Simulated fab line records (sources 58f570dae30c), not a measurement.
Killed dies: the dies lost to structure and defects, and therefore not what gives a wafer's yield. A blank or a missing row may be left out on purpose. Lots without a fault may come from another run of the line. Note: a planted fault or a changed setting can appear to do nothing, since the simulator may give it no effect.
The same fault as seen by 2 desks || flow berkeleyCmos170 || numbers are kept per desk, each desk with only its own; the story behind them comes last

AT THE METROLOGY DESK
What the gauges read for every lot (on any tool): the sampled wafers with a number, averaged. A lot is out of limits, marked OUT, if its mean lies more than 4 standard deviations from the usual mean; the brackets give that distance.
Columns: A = M3_AL_RS at UCB170_M3_RS_MEAS_02, usual 0.0323 ohm/sq; B = M3_OVL at UCB170_M3_OVL_MEAS_16, usual -6 nm
{"lot": "L212", "first seen here": "day 8 06:16", "A": 0.0324, "B": -9}
{"lot": "L209", "first seen here": "day 8 06:50", "A": 0.0330, "B": -1}
{"lot": "L211", "first seen here": "day 8 07:09", "A": 0.0319, "B": -1}
{"lot": "L210", "first seen here": "day 8 09:10", "A": 0.0319, "B": -4}
{"lot": "L221", "first seen here": "day 10 09:38", "A": 0.0325, "B": 7}
{"lot": "L223", "first seen here": "day 11 09:46", "A": 0.0324, "B": -11}
{"lot": "L225", "first seen here": "day 11 13:31", "A": 0.0322, "B": -13}
{"lot": "L226", "first seen here": "day 11 13:50", "A": 0.0324, "B": -5}
{"lot": "L227", "first seen here": "day 11 19:37", "A": 0.0324, "B": -8}
{"lot": "L230", "first seen here": "day 12 07:58", "A": 0.0323, "B": 5}
{"lot": "L228", "first seen here": "day 12 08:06", "A": 0.0320, "B": -7}
{"lot": "L231", "first seen here": "day 12 15:40", "A": 0.0321, "B": -8}
{"lot": "L232", "first seen here": "day 12 17:42", "A": 0.0324, "B": -7}
This desk's verdict: no lot among the 13 shows anything out of limits.

AT THE TOOL OWNER'S DESK: pvdSputter-03
The tool's own readings at UCB170_M3_SPUTTER_01 (material Al, target thk 900 nm, time 120 s): means of the sampled wafers that have a number, for each lot that ran on this tool. A lot is out of limits, marked OUT, if its mean lies more than 4 standard deviations from the usual mean; the brackets give that distance.
Columns: A = chamberPressurePa at UCB170_M3_SPUTTER_01, usual 0.5002 Pa; B = throttleValvePct at UCB170_M3_SPUTTER_01, usual 30.5 %
{"lot": "L212", "first seen here": "day 8 06:10", "A": 0.5003, "B": 29.9}
{"lot": "L211", "first seen here": "day 8 07:03", "A": 0.5004, "B": 29.8}
{"lot": "L210", "first seen here": "day 8 09:02", "A": "0.4805 (-20) OUT", "B": 30.7}
{"lot": "L227", "first seen here": "day 11 19:32", "A": 0.5000, "B": 29.9}
{"lot": "L232", "first seen here": "day 12 17:37", "A": 0.5002, "B": 30.1}
This desk's verdict: out of limits on L210, starting with L210 at day 8 09:02 (chamberPressurePa at UCB170_M3_SPUTTER_01). In limits: L212, L211, L227, L232.

TAKEN TOGETHER
At day 8 09:02, on L210, the tool owner's desk was in a position to raise an alarm.
Nothing out of limits was seen by the metrology desk.
The metrology desk holds a record of L210, inside its limits.
All the named lots went through UCB170_M3_SPUTTER_01 on pvdSputter-03.

WHAT THE SIMULATOR HAD PUT IN
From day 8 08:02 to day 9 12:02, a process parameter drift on pvdSputter-03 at UCB170_M3_SPUTTER_01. The setting chamberPressurePa was moved by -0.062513, starting from 0.5. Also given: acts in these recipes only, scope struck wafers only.
Lots struck among those shown: L210.
Each desk's first reading out of limits, in hours after the fault started: the tool owner's desk, 1.
